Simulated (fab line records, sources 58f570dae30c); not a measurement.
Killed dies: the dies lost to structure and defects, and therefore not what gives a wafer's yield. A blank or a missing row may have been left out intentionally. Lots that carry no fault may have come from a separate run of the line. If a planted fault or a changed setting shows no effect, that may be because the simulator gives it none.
fab line records    flow berkeley-cmos170
record: lots: 5  wafers: 23
route steps=331 shown V2@302 M3@322
start-h: the number of hours between the record's first day and the start of the first shown wafer of the lot    wait-h: how many hours have passed since the lot's step before this one    " repeats the value in the row above    L1.1+2: a single row standing in for several wafers    - value missing, or start not given    * or withheld: withheld    < > ~ a bound
route shown NAME@n: names a module that has steps shown in the file, with the first one's number in the route    usual: mean and standard deviation over wafers with no fault    same: alike in all rows    chamber/n: place in a boat    sites: per-site readings    _std_site: standard deviation across them    _edge_site: the outer-site mean with the inner-site mean subtracted    radius-mm: how far each site lies from the wafer's centre    mask NAME#n: copy n    behind: the most recent tool/chamber to have shaped the wafer    hold: the reason the lot was held/the length of the hold in hours/how it ended    device: whichever transistor did not switch (one of n, p or np)    end of line: the route-end tests of the same wafers    a step given without rows: its recipe and nothing more    killed: the dies lost at the first sort to structure and to defects; this is not the yield of the wafer    map: a wafer's dies, marking killed ones x, the rest . and places with no die _
set.NAME: the setting that was run; set.NAME@STEP: the one run at that earlier step    model.NAME: the simulator's own value behind a step, which no gauge read
lots with deliberately changed settings; one table per step, one row per wafer
== steps ==
step: UCB170_V2_PEB_10
recipe: peb-temp-c: 130  peb-time-s: withheld  resist: KrF
lot.wafer   tool            chamber  start-h  wait-h  set.peb-temp-c
L075.3+4+5  litho-track-02  0        159.12   0.3     130
L079.1+4    litho-track-01  0        185.47   0.1     130
L079.2+3+6  "               0        "        "       132
L082.1+6    litho-track-04  0        196.17   0.1     130
L082.2+3+5  "               0        "        "       127.7
L084.1+5+6  litho-track-02  0        205.28   0.1     132.8
L084.3+4    "               0        "        "       130
L085.1+5+6  litho-track-04  0        214.78   0.1     130
L085.3+4    "               0        "        "       133.6
step: UCB170_V2_DEVELOP_11
recipe: developer: TMAH  develop-time-s: 45  resist: KrF  dev-temp-c: 21
step: UCB170_V2_CD_MEAS_12
recipe: target-cd-nm: 700
usual: cd-nm: 700.0/1.4
lot.wafer  tool       chamber  start-h  wait-h  set.peb-temp-c@V2_PEB_10  cd-nm
L075.3     cd-sem-02  -        159.38   -       130                       700.1
L075.4     "          -        "        "       130                       699.7
L075.5     "          -        "        "       130                       699.8
L079.1     cd-sem-02  -        185.78   -       130                       698.1
L079.2     "          -        "        "       132                       711.8
L079.3     "          -        "        "       132                       712.3
L079.4     "          -        "        "       130                       699.9
L079.6     "          -        "        "       132                       712.3
L082.1     cd-sem-02  -        196.44   -       130                       699.7
L082.2     "          -        "        "       127.7                     682.6
L082.3     "          -        "        "       127.7                     682.5
L082.5     "          -        "        "       127.7                     685.0
L082.6     "          -        "        "       130                       700.5
L084.1     cd-sem-02  -        205.56   -       132.8                     717.1
L084.3     "          -        "        "       130                       701.5
L084.4     "          -        "        "       130                       700.8
L084.5     "          -        "        "       132.8                     717.5
L084.6     "          -        "        "       132.8                     717.5
L085.1     cd-sem-01  -        215.05   -       130                       700.0
L085.3     "          -        "        "       133.6                     719.8
L085.4     "          -        "        "       133.6                     718.8
L085.5     "          -        "        "       130                       699.7
L085.6     "          -        "        "       130                       700.0
step: UCB170_V2_ETCH_14
recipe: chemistry: CHF3/CF4/Ar  target: SiO2  stop-on: Al  CHF3_flow_sccm: 45  cf4-flow-sccm: 15  Ar_flow_sccm: 150  pressure-mtorr: 200  rf-w: 700  target-depth-a: 12500  over-etch-frac: 0.25  time-s: 291
lot.wafer  tool         chamber  start-h  wait-h  set.peb-temp-c@V2_PEB_10  model.V2.cd-nm
L075.3     rie-diel-02  2        159.50   0.0     130                       699.5
L075.4     "            0        "        "       130                       700.3
L075.5     "            1        "        "       130                       699.3
L079.1     rie-diel-03  1        185.94   0.0     130                       698.2
L079.2     "            2        "        "       132                       711.8
L079.3     "            0        "        "       132                       710.8
L079.4     "            1        "        "       130                       699.4
L079.6     "            0        "        "       132                       710.9
L082.1     rie-diel-03  0        196.60   0.0     130                       698.1
L082.2     "            1        "        "       127.7                     682.5
L082.3     "            2        "        "       127.7                     681.7
L082.5     "            0        "        "       127.7                     683.6
L082.6     "            1        "        "       130                       700.7
L084.1     rie-diel-02  3        205.71   0.0     132.8                     716.1
L084.3     "            2        "        "       130                       700.4
L084.4     "            0        "        "       130                       701.3
L084.5     "            3        "        "       132.8                     716.7
L084.6     "            0        "        "       132.8                     717.6
L085.1+6   rie-diel-01  0        215.21   0.0     130                       700.9
L085.3     "            3        "        "       133.6                     719.7
L085.4     "            2        "        "       133.6                     720.1
L085.5     "            1        "        "       130                       700.1
step: UCB170_V2_STRIP_15
recipe: chemistry: O2  power-w: 400  pressure-mtorr: 3500  platen-temp-c: withheld  o2-flow-sccm: 400  overash-fraction: 0.5
step: UCB170_V2_CD_MEAS_90
recipe: target-cd-nm: 700
usual: cd-nm: 700.0/1.5
lot.wafer  tool       chamber  start-h  wait-h  set.peb-temp-c@V2_PEB_10  cd-nm
L075.3     cd-sem-02  -        159.82   0.1     130                       700.0
L075.4     "          -        "        "       130                       700.4
L075.5     "          -        "        "       130                       699.1
L079.1     cd-sem-02  -        186.21   0.1     130                       697.9
L079.2     "          -        "        "       132                       712.0
L079.3     "          -        "        "       132                       710.8
L079.4     "          -        "        "       130                       699.3
L079.6     "          -        "        "       132                       710.9
L082.1     cd-sem-02  -        196.88   0.1     130                       698.5
L082.2     "          -        "        "       127.7                     682.6
L082.3     "          -        "        "       127.7                     681.5
L082.5     "          -        "        "       127.7                     684.0
L082.6     "          -        "        "       130                       700.5
L084.1     cd-sem-02  -        205.99   0.1     132.8                     716.3
L084.3     "          -        "        "       130                       700.6
L084.4     "          -        "        "       130                       701.5
L084.5     "          -        "        "       132.8                     716.6
L084.6     "          -        "        "       132.8                     717.5
L085.1     cd-sem-02  -        215.49   0.1     130                       700.9
L085.3     "          -        "        "       133.6                     719.6
L085.4     "          -        "        "       133.6                     720.3
L085.5     "          -        "        "       130                       700.0
L085.6     "          -        "        "       130                       700.9
step: UCB170_M3_PEB_13
recipe: peb-temp-c: 130  peb-time-s: withheld  resist: KrF
lot.wafer       tool            chamber  start-h  wait-h  set.peb-temp-c
L075.3+4+5      litho-track-02  0        162.45   0.4     130
L079.1+2+3+4+6  litho-track-04  0        188.08   0.1     130
L082.1+5        litho-track-03  0        199.96   0.2     130
L082.2+3+6      "               0        "        "       128.6
L084.1+4+5      litho-track-02  0        208.09   0.1     132.1
L084.3+6        "               0        "        "       130
L085.1+3+4+5+6  litho-track-04  0        218.56   0.5     130
step: UCB170_M3_DEVELOP_14
recipe: developer: TMAH  develop-time-s: 45  resist: KrF  dev-temp-c: 21
step: UCB170_M3_CD_MEAS_15
recipe: target-cd-nm: 700
usual: cd-nm: 699.9/1.2
lot.wafer  tool       chamber  start-h  wait-h  set.peb-temp-c@M3_PEB_13  cd-nm
L075.3     cd-sem-01  -        162.71   -       130                       699.7
L075.4     "          -        "        "       130                       701.7
L075.5     "          -        "        "       130                       701.0
L079.1     cd-sem-02  -        188.35   -       130                       697.5
L079.2     "          -        "        "       130                       698.2
L079.3     "          -        "        "       130                       697.8
L079.4     "          -        "        "       130                       697.8
L079.6     "          -        "        "       130                       699.4
L082.1     cd-sem-02  -        200.23   -       130                       699.9
L082.2     "          -        "        "       128.6                     710.1
L082.3     "          -        "        "       128.6                     709.6
L082.5     "          -        "        "       130                       699.4
L082.6     "          -        "        "       128.6                     709.7
L084.1     cd-sem-01  -        208.37   -       132.1                     685.9
L084.3     "          -        "        "       130                       699.2
L084.4     "          -        "        "       132.1                     687.8
L084.5     "          -        "        "       132.1                     686.0
L084.6     "          -        "        "       130                       697.4
L085.1     cd-sem-02  -        218.84   -       130                       700.5
L085.3     "          -        "        "       130                       701.1
L085.4     "          -        "        "       130                       699.6
L085.5     "          -        "        "       130                       699.5
L085.6     "          -        "        "       130                       700.3
step: UCB170_M3_ETCH_17
recipe: chemistry: N2/H2  target-depth-a: withheld  overetch-a: withheld  target: BARC  time-s: withheld  source-w: 500  bias-w: 100  pressure-mtorr: 30  n2-flow-sccm: 100  h2-flow-sccm: 200
lot.wafer  tool         chamber  start-h  wait-h  set.peb-temp-c@M3_PEB_13  model.M3.cd-nm
L075.3     rie-diel-02  2        162.83   0.0     130                       699.6
L075.4     "            0        "        "       130                       700.3
L075.5     "            3        "        "       130                       700.7
L079.1     rie-diel-01  0        188.51   0.0     130                       697.7
L079.2     "            1        "        "       130                       698.3
L079.3     "            2        "        "       130                       698.4
L079.4     "            3        "        "       130                       697.6
L079.6     "            1        "        "       130                       699
L082.1     rie-diel-01  3        200.39   0.0     130                       699.3
L082.2     "            1        "        "       128.6                     709.5
L082.3+6   "            2,0      "        "       128.6                     709.9
L082.5     "            1        "        "       130                       699.2
L084.1     rie-diel-02  0        208.52   0.0     132.1                     685.3
L084.3     "            2        "        "       130                       698.9
L084.4     "            3        "        "       132.1                     686.8
L084.5     "            0        "        "       132.1                     685.5
L084.6     "            3        "        "       130                       697
L085.1+3   rie-diel-01  2,3      218.99   0.0     130                       700.5
L085.4     "            1        "        "       130                       699.3
L085.5     "            2        "        "       130                       700.2
L085.6     "            3        "        "       130                       700.3
== key ==
split: step: UCB170_V2_PEB_10  setting: peb-temp-c  stated: 130  by: wafer
response: step: UCB170_V2_CD_MEAS_12  reading: cd-nm  change: +7.78  per: 1%  r: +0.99
response: step: UCB170_V2_ETCH_14  reading: model.V2.cd-nm  change: +7.68  per: 1%  r: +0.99
response: step: UCB170_V2_CD_MEAS_90  reading: cd-nm  change: +7.68  per: 1%  r: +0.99
split: step: UCB170_M3_PEB_13  setting: peb-temp-c  stated: 130  by: wafer
response: step: UCB170_M3_CD_MEAS_15  reading: cd-nm  change: -7.92  per: 1%  r: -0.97
response: step: UCB170_M3_ETCH_17  reading: model.M3.cd-nm  change: -8.2  per: 1%  r: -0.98
